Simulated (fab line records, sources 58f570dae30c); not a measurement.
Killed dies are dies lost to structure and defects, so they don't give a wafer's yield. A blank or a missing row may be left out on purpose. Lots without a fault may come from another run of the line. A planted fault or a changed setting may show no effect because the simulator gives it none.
Which tool did it? | flow berkeley_cmos170 | 14 lots, 42 wafers sampled, at 4 steps of a route of 331

WHAT THE GAUGES READ, wafer by wafer
UCB170_START_THK_MEAS_03. Usual: START_OXIDE_THK 20.2 nm, standard deviation 0.3.
lot  | measured    | on            | START_OXIDE_THK (nm) | flag
L510 | day 1 19:17 | film_metro-03 | 19.7 19.5 19.7       |
L511 | day 1 19:18 | film_metro-01 | 20.5 20.0 20.2       |
L512 | day 1 23:22 | film_metro-01 | 20.3 19.7 20.1       |
L513 | day 2 05:28 | film_metro-02 | 20.4 19.9 20.0       |
L514 | day 2 10:12 | film_metro-03 | 20.7 20.4 20.4       |
L515 | day 2 13:13 | film_metro-03 | 20.5 20.3 20.5       |
L516 | day 2 18:52 | film_metro-01 | 20.5 20.3 19.9       |
L521 | day 3 20:17 | film_metro-03 | 20.0 19.9 19.9       |
L527 | day 5 03:08 | film_metro-03 | 20.3 20.4 20.9       |
L529 | day 5 13:41 | film_metro-02 | 20.1 19.8 19.6       |
L530 | day 5 18:01 | film_metro-01 | 20.2 20.2 20.1       |
L531 | day 5 22:16 | film_metro-03 | 20.7 20.7 20.6       |
L532 | day 6 05:26 | film_metro-01 | 20.0 20.3 19.9       |
L533 | day 6 10:48 | film_metro-02 | 20.1 20.0 20.2       |

UCB170_CONTACT_CD_MEAS_15: target cd 700 nm. Usual: cd_nm 699.9 nm, standard deviation 1.3.
lot  | measured     | on        | cd_nm (nm)        | flag
L510 | day 6 16:12  | cd_sem-02 | 700.3 699.4 700.6 |
L511 | day 6 23:36  | cd_sem-01 | 701.5 700.5 700.8 |
L512 | day 7 01:19  | cd_sem-02 | 699.7 699.9 700.9 |
L513 | day 7 10:53  | cd_sem-02 | 701.6 701.0 701.0 |
L514 | day 7 10:44  | cd_sem-01 | 701.3 700.7 701.0 |
L515 | day 7 11:11  | cd_sem-02 | 700.3 701.7 701.6 |
L516 | day 7 23:13  | cd_sem-01 | 700.5 699.2 698.6 |
L521 | day 9 01:20  | cd_sem-01 | 700.6 700.1 699.6 |
L527 | day 10 15:49 | cd_sem-02 | 700.2 699.7 702.1 |
L529 | day 10 22:44 | cd_sem-01 | 701.4 701.2 700.4 |
L530 | day 10 22:59 | cd_sem-02 | 702.3 703.1 701.8 |
L531 | day 11 20:20 | cd_sem-01 | 700.5 700.2 698.7 |
L532 | day 12 00:30 | cd_sem-02 | 699.3 700.1 699.1 |
L533 | day 12 01:57 | cd_sem-02 | 699.8 700.9 699.8 |

WHICH TOOL RAN EACH LOT (tool, then ch and the chambers of the sampled wafers, then the start)
lot  | UCB170_NWELL_STRIP_15               | UCB170_WELLDRIVE_ANNEAL_03
L510 | plasma_asher-01 ch 0,1, day 2 08:40 | furnace-03 ch 0, day 3 14:47
L511 | plasma_asher-04 ch 0,1, day 2 08:26 | furnace-03 ch 0, day 3 20:32
L512 | plasma_asher-04 ch 0,1, day 2 12:48 | furnace-03 ch 0, day 3 20:32
L513 | plasma_asher-01 ch 0,1, day 2 21:22 | furnace-04 ch 0, day 4 00:32
L514 | plasma_asher-04 ch 0,1, day 3 03:06 | furnace-02 ch 0, day 4 04:23
L515 | plasma_asher-01 ch 0,1, day 3 02:49 | furnace-02 ch 0, day 4 04:23
L516 | plasma_asher-01 ch 0,1, day 3 09:20 | furnace-04 ch 0, day 4 18:23
L521 | plasma_asher-04 ch 0,1, day 4 10:54 | furnace-02 ch 0, day 5 15:38
L527 | plasma_asher-02 ch 0,1, day 5 21:58 | furnace-03 ch 0, day 7 06:37
L529 | plasma_asher-04 ch 0,1, day 6 02:28 | furnace-03 ch 0, day 7 10:37
L530 | plasma_asher-04 ch 0,1, day 6 08:12 | furnace-03 ch 0, day 7 13:13
L531 | plasma_asher-04 ch 0,1, day 6 18:23 | furnace-04 ch 0, day 8 03:21
L532 | plasma_asher-01 ch 0,1, day 7 02:32 | furnace-04 ch 0, day 8 08:26
L533 | plasma_asher-01 ch 0,1, day 7 08:04 | furnace-02 ch 0, day 8 13:49
- UCB170_NWELL_STRIP_15: strips in O2.
- UCB170_WELLDRIVE_ANNEAL_03: time 900 s.

WHAT THE TOOLS THEMSELVES READ (means of the sampled wafers that have a number; where no wafer has one, the mark that the record gives instead)
UCB170_NWELL_STRIP_15. Usual: drypump_motor_current_A 5.6 A, standard deviation 0.36; oes_product_au 0.721 a.u., standard deviation 0.0051; strip_time_to_endpoint_s 18.01 s, standard deviation 0.11.
lot  | tool            | drypump_motor_current_A (A) | oes_product_au (a.u.) | strip_time_to_endpoint_s (s) | flag
L510 | plasma_asher-01 | 5.8                         | 0.724                 | 18.08                        |
L511 | plasma_asher-04 | 5.7                         | 0.722                 | 18.05                        |
L512 | plasma_asher-04 | 5.7                         | 0.722                 | 17.92                        |
L513 | plasma_asher-01 | 5.7                         | 0.720                 | 17.93                        |
L514 | plasma_asher-04 | 5.6                         | 0.718                 | 17.94                        |
L515 | plasma_asher-01 | 5.7                         | 0.725                 | 17.87                        |
L516 | plasma_asher-01 | 5.7                         | 0.722                 | 18.10                        |
L521 | plasma_asher-04 | 5.7                         | 0.719                 | 17.89                        |
L527 | plasma_asher-02 | 5.5                         | 0.718                 | 17.88                        |
L529 | plasma_asher-04 | 5.7                         | 0.724                 | 18.01                        |
L530 | plasma_asher-04 | 5.6                         | 0.723                 | 18.10                        |
L531 | plasma_asher-04 | 5.6                         | 0.723                 | 18.00                        |
L532 | plasma_asher-01 | 5.7                         | 0.717                 | 17.96                        |
L533 | plasma_asher-01 | 5.8                         | 0.724                 | 18.00                        |

UCB170_WELLDRIVE_ANNEAL_03. Usual: spike_tc_load_C 1126 C, standard deviation 4.
lot  | tool       | spike_tc_load_C (C) | flag
L510 | furnace-03 | 1122                |
L511 | furnace-03 | 1122                |
L512 | furnace-03 | 1123                |
L513 | furnace-04 | 1132                |
L514 | furnace-02 | 1126                |
L515 | furnace-02 | 1125                |
L516 | furnace-04 | 1132                |
L521 | furnace-02 | 1126                |
L527 | furnace-03 | 1122                |
L529 | furnace-03 | 1121                |
L530 | furnace-03 | 1122                |
L531 | furnace-04 | 1131                |
L532 | furnace-04 | 1132                |
L533 | furnace-02 | 1127                |

THE ANSWER, worked out from the rows above alone
Rule: a lot is off if the mean of its wafers that have a number lies more than 3 standard deviations from the usual mean. A lot without any number at a reading at which 4 lots or more have one is off too. The other lots that the step has rows for count as sound. The gauges are gone through in route order, then the tools' own readings, and for those a lot's mean is taken as printed above. The first step at which some lot is off is used, and at that step the reading that is off furthest; a lot without a number counts as furthest.
No lot is off at any reading shown: from this, nothing can be told.

WHAT THE SIMULATOR HAD PUT IN
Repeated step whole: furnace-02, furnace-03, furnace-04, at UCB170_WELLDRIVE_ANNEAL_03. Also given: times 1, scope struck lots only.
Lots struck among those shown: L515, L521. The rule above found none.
